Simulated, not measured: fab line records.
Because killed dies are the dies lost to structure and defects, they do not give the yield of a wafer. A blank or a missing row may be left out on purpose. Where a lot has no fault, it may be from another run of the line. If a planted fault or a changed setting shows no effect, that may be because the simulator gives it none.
A lot that was struck, set against a sound lot	flow rit cmos	20 steps out of a route of 202
Sound: these wafers, L621.2, L621.4, L621.5. The struck wafers were L632.1, L632.2, L632.5. The cause comes at the end.
Each step with rows lists, per side, the tool, then ch with its chambers, then its first start. Under that, the readings that differ: sound wafers	struck wafers	difference of the means	sigmas: that difference in standard deviations of wafers without a fault.
alike: same words and numbers on both sides, and readings whose means sit less than 2 such deviations apart. not compared: any withheld reading, any reading some wafer has no value for, any bound like >300 that may hide the same value, and any number with overlapping values for which the record gives no deviation.
The two part at a step that has a row with sigmas, a row that says differs or no value, or rows on one side only. Non-overlapping numbers with no deviation appear without sigmas and do not part them. A reading missing from all wafers of one side parts the sides only when that side holds two or more wafers.

first, 2 steps without rows for these wafers: RIT_NWELL_HARDBAKE_07 (time 120 s); RIT_NWELL_IMPLANT_08.
RIT_NWELL_STRIP_09: strips in O2, time 180 s.
  sound on plasma asher-04 ch 0,1, day 3 08:09; struck on plasma asher-03 ch 0,1, day 5 15:44
  alike: drypump motor current A, o2 flow sccm
  not compared: rf hours counter h
RIT_NWELL_TW_MEAS_10:
  sound on film metro-01 at day 3 08:20; struck on film metro-04 at day 5 15:55
reading	sound	struck	difference	sigmas
NWELL_TW	2166 2154 2161	2119 2123 2109	-43	-2
then, 6 steps without rows for these wafers: RIT_PWELL_HMDS_00 (prime time 60 s); RIT_PWELL_COAT_01 (resist thk 1300 nm); RIT_PWELL_SOFTBAKE_02 (time 60 s); RIT_PWELL_EXPOSE_03 (exposes mask M3, target cd 43700 nm); RIT_PWELL_PEB_04; RIT_PWELL_DEVELOP_05 (develop time 68 s).
RIT_PWELL_OVL_MEAS_06:
  sound on overlay-02 at day 3 09:24; struck on overlay-01 at day 5 16:58
  alike: PWELL_OVL
then, 1 step without rows for these wafers: RIT_PWELL_HARDBAKE_07 (time 120 s).
RIT_PWELL_IMPLANT_08:
  sound on implanter-04 ch 0, day 3 09:43; struck on implanter-04 ch 0, day 5 17:16
reading	sound	struck	difference	sigmas
dose ions cm2	7.004e+13 6.993e+13 6.999e+13	6.645e+13 6.644e+13 6.644e+13	-3.543e+12	-55
tilt deg (degrees)	6.999 6.981 6.984	7.023 7.053 7.037	+0.050	+2
  alike: faraday current uA
RIT_PWELL_STRIP_09: strips in O2, time 180 s.
  sound on plasma asher-01 ch 1, day 3 09:50; struck on plasma asher-03 ch 0,1, day 5 17:25
  alike: drypump motor current A, o2 flow sccm
  not compared: rf hours counter h
RIT_PWELL_TW_MEAS_10:
  sound on film metro-02 at day 3 10:01; struck on film metro-02 at day 5 17:35
  alike: PWELL_TW
then, 1 step without rows for these wafers: RIT_WELLDRIVE_ANNEAL_00 (time 14700 s).
RIT_WELLDRIVE_RS_MEAS_01: measures by four-point-probe.
  sound on film metro-01 at day 3 15:10; struck on film metro-01 at day 5 22:43
  alike: NWELL_RS
RIT_WELLDRIVE_RS_MEAS_02: measures by four-point-probe.
  sound on film metro-01 at day 3 15:17; struck on film metro-01 at day 5 22:50
reading	sound	struck	difference	sigmas
PWELL_RS (ohm/sq)	428.8 430.1 430.0	444.1 442.7 441.6	+13.2	+11
then, 1 step without rows for these wafers: RIT_NRETRO_HMDS_00 (prime time 60 s).
RIT_M1_PROBE_99:
  sound on prober-02 at day 4 20:38; struck on prober-01 at day 7 04:26
reading	sound	struck	difference	sigmas
model.etest.pwell pinched.rs ohm sq	465 459.9 463.8	480.2 466.9 467.2	+8.5	
model.etest.pwell.rs ohm sq	411.6 417.9 416.5	434.1 428.7 425.9	+14.2	
model.etest.diode nplus pwell.cj ff um2	2.065 2.072 2.068	2.043 2.027 2.023	-0.037	
model.etest.cap n gate.c min ff um2	2.389 2.381 2.41	2.337 2.346 2.35	-0.049	
  alike: killed at contacts, killed at front end, killed dies, killed open, killed short
  not compared: model.etest.diode nplus pwell.bv v

## WHERE THEY PART
Earliest at RIT_NWELL_TW_MEAS_10; latest, in this record, at RIT_WELLDRIVE_RS_MEAS_02. Later steps at which nothing parts them and some readings are alike: RIT_M1_PROBE_99.

WHY: what the simulator had put in
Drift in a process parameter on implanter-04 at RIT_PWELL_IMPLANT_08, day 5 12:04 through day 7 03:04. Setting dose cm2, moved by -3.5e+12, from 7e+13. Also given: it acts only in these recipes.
